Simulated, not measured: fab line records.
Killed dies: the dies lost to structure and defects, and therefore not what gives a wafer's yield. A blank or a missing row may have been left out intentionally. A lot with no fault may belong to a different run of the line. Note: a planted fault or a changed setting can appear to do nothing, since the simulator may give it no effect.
Which tool is to blame? :: flow rit-cmos :: 13 lots, 37 wafers sampled, at 3 steps of a route of 202

## WHAT EACH GAUGE READ, for each wafer
RIT_M1_RS_MEAS_01: a four-point-probe measurement. Usual: for M1_AL_RS the level is 0.0734 ohm/sq and the standard deviation is 0.00096.
lot: L863
measured: day 3 11:19
on: film-metro-03
M1_AL_RS (ohm/sq): 0.0726 0.0731 0.0727
flag: 

lot: L865
measured: day 3 15:15
on: film-metro-01
M1_AL_RS (ohm/sq): 0.0741 0.0741 0.0741
flag: 

lot: L866
measured: day 3 19:34
on: film-metro-04
M1_AL_RS (ohm/sq): 0.0734 0.0731 0.0737
flag: 

lot: L867
measured: day 4 02:06
on: film-metro-04
M1_AL_RS (ohm/sq): 0.0746 0.0743 0.0751
flag: 

lot: L868
measured: day 4 06:50
on: film-metro-04
M1_AL_RS (ohm/sq): 0.0728 0.0733 0.0737
flag: 

lot: L869
measured: day 4 11:31
on: film-metro-04
M1_AL_RS (ohm/sq): 0.0741 0.0753 0.0740
flag: 

lot: L870
measured: day 4 15:18
on: film-metro-01
M1_AL_RS (ohm/sq): 0.0720 0.0713 0.0720
flag: 

lot: L873
measured: day 5 08:44
on: film-metro-01
M1_AL_RS (ohm/sq): 0.1704 0.1710
flag: OFF

lot: L874
measured: day 5 12:01
on: film-metro-03
M1_AL_RS (ohm/sq): 0.0732 0.0736 0.0720
flag: 

lot: L880
measured: day 6 18:11
on: film-metro-04
M1_AL_RS (ohm/sq): 0.0726 0.0735 0.0716
flag: 

lot: L882
measured: day 7 04:22
on: film-metro-03
M1_AL_RS (ohm/sq): 0.0727 0.0719 0.0716
flag: 

lot: L884
measured: day 7 13:37
on: film-metro-04
M1_AL_RS (ohm/sq): 0.0728 0.0744 0.0736
flag: 

lot: L886
measured: day 8 00:21
on: film-metro-01
M1_AL_RS (ohm/sq): 0.0746 0.0745 0.0736
flag: 

RIT_M1_THK_MEAS_02: measures by xrf. Usual: for M1_AL_THK the level is 400 nm and the standard deviation is 5.5.
lot: L863
measured: day 3 11:26
on: film-metro-03
M1_AL_THK (nm): 406 402 406
flag: 

lot: L865
measured: day 3 15:22
on: film-metro-01
M1_AL_THK (nm): 396 395 400
flag: 

lot: L866
measured: day 3 19:40
on: film-metro-04
M1_AL_THK (nm): 401 402 400
flag: 

lot: L867
measured: day 4 02:13
on: film-metro-04
M1_AL_THK (nm): 393 393 390
flag: 

lot: L868
measured: day 4 06:58
on: film-metro-04
M1_AL_THK (nm): 405 398 397
flag: 

lot: L869
measured: day 4 11:38
on: film-metro-04
M1_AL_THK (nm): 396 388 396
flag: 

lot: L870
measured: day 4 15:25
on: film-metro-01
M1_AL_THK (nm): 406 410 409
flag: 

lot: L873
measured: day 5 14:37
on: film-metro-01
M1_AL_THK (nm): 179 179
flag: OFF

lot: L874
measured: day 5 12:07
on: film-metro-03
M1_AL_THK (nm): 400 398 404
flag: 

lot: L880
measured: day 6 18:18
on: film-metro-04
M1_AL_THK (nm): 404 400 411
flag: 

lot: L882
measured: day 7 04:29
on: film-metro-03
M1_AL_THK (nm): 404 408 412
flag: 

lot: L884
measured: day 7 13:43
on: film-metro-04
M1_AL_THK (nm): 403 395 397
flag: 

lot: L886
measured: day 8 00:28
on: film-metro-01
M1_AL_THK (nm): 395 393 398
flag: 

## EACH LOT AND THE TOOL THAT RAN IT (in order: tool; ch and the chambers of the sampled wafers; start)
lot: L863
RIT_M1_SPUTTER_00: pvd-sputter-02, day 3 11:01

lot: L865
RIT_M1_SPUTTER_00: pvd-sputter-03, day 3 14:57

lot: L866
RIT_M1_SPUTTER_00: pvd-sputter-02, day 3 19:14

lot: L867
RIT_M1_SPUTTER_00: pvd-sputter-04, day 4 01:49

lot: L868
RIT_M1_SPUTTER_00: pvd-sputter-02, day 4 06:32

lot: L869
RIT_M1_SPUTTER_00: pvd-sputter-04, day 4 11:12

lot: L870
RIT_M1_SPUTTER_00: pvd-sputter-02, day 4 15:00

lot: L873
RIT_M1_SPUTTER_00: pvd-sputter-02, day 5 08:27

lot: L874
RIT_M1_SPUTTER_00: pvd-sputter-03, day 5 11:41

lot: L880
RIT_M1_SPUTTER_00: pvd-sputter-03, day 6 17:53

lot: L882
RIT_M1_SPUTTER_00: pvd-sputter-03, day 7 04:04

lot: L884
RIT_M1_SPUTTER_00: pvd-sputter-03, day 7 13:17

lot: L886
RIT_M1_SPUTTER_00: pvd-sputter-03, day 8 00:03
- RIT_M1_SPUTTER_00: material Al, target thk 400 nm, time 500 s.

## AS READ BY THE TOOLS THEMSELVES (means over the sampled wafers that have a number; for cases with no such wafer, the mark the record gives instead)
RIT_M1_SPUTTER_00. Usual: cathode-dc-power-W 2000.0 W, standard deviation 0.36; chamber-pressure-pa 0.4001 Pa, standard deviation 0.00084; throttle-valve-pct 30.2 %, standard deviation 0.69.
lot: L863
tool: pvd-sputter-02
cathode-dc-power-W (W): 2000.4
chamber-pressure-pa (Pa): 0.3994
throttle-valve-pct (%): 30.0
flag: 

lot: L865
tool: pvd-sputter-03
cathode-dc-power-W (W): 1999.8
chamber-pressure-pa (Pa): 0.4006
throttle-valve-pct (%): 30.1
flag: 

lot: L866
tool: pvd-sputter-02
cathode-dc-power-W (W): 1999.8
chamber-pressure-pa (Pa): 0.3999
throttle-valve-pct (%): 30.0
flag: 

lot: L867
tool: pvd-sputter-04
cathode-dc-power-W (W): 2000.3
chamber-pressure-pa (Pa): 0.4004
throttle-valve-pct (%): 29.5
flag: 

lot: L868
tool: pvd-sputter-02
cathode-dc-power-W (W): 1999.5
chamber-pressure-pa (Pa): 0.4001
throttle-valve-pct (%): 30.2
flag: 

lot: L869
tool: pvd-sputter-04
cathode-dc-power-W (W): 2000.2
chamber-pressure-pa (Pa): 0.4000
throttle-valve-pct (%): 30.2
flag: 

lot: L870
tool: pvd-sputter-02
cathode-dc-power-W (W): 1999.7
chamber-pressure-pa (Pa): 0.4009
throttle-valve-pct (%): 30.3
flag: 

lot: L873
tool: pvd-sputter-02
cathode-dc-power-W (W): 893.4
chamber-pressure-pa (Pa): 0.3999
throttle-valve-pct (%): 29.3
flag: OFF

lot: L874
tool: pvd-sputter-03
cathode-dc-power-W (W): 2000.1
chamber-pressure-pa (Pa): 0.4000
throttle-valve-pct (%): 30.6
flag: 

lot: L880
tool: pvd-sputter-03
cathode-dc-power-W (W): 2000.4
chamber-pressure-pa (Pa): 0.3993
throttle-valve-pct (%): 30.4
flag: 

lot: L882
tool: pvd-sputter-03
cathode-dc-power-W (W): 2000.0
chamber-pressure-pa (Pa): 0.4000
throttle-valve-pct (%): 30.6
flag: 

lot: L884
tool: pvd-sputter-03
cathode-dc-power-W (W): 1999.8
chamber-pressure-pa (Pa): 0.3997
throttle-valve-pct (%): 30.6
flag: 

lot: L886
tool: pvd-sputter-03
cathode-dc-power-W (W): 2000.3
chamber-pressure-pa (Pa): 0.3999
throttle-valve-pct (%): 30.3
flag: 

## THE ANSWER, worked out from the rows above alone
Rule: a lot is off if the mean of its wafers that have a number lies more than 3 standard deviations from the usual mean. Also off: a lot with no number at a reading for which 4 or more lots have one. Where the step has rows for the other lots, those lots are counted as sound. First the gauges in route order, then the tools' own readings, where a lot's mean is used as printed above. The first step at which some lot is off is used, and at that step the reading that is off furthest; a lot without a number counts as furthest.
Off: L873, seen at RIT_M1_RS_MEAS_01 (M1_AL_RS).
A tool fits if, at a process step before that reading, it ran every lot that is off, and no sound lot after the first of them. The gauges at RIT_M1_RS_MEAS_01 aren't tried: what is off there is off at RIT_M1_SPUTTER_00 too, on other tools, and a gauge's error can't cause that. One candidate fits, namely pvd-sputter-02 at RIT_M1_SPUTTER_00. A fault onset in the window from L870 (day 4 15:00, its last sound lot) to L873 (day 5 08:27, its first lot off) fits.
On the lots that are off, the tool's own readings at RIT_M1_SPUTTER_00 differ by more than 5 times the standard deviation of the sound lots' means, which bears it out; cathode-dc-power-W reads 893.4 W there versus 2000.0 W on the sound lots.

## WHAT WAS PUT IN BY THE SIMULATOR
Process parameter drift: pvd-sputter-02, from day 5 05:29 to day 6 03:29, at RIT_M1_SPUTTER_00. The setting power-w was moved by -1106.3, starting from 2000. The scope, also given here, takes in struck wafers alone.
Lots struck among those shown: L873. The rule above found the same.
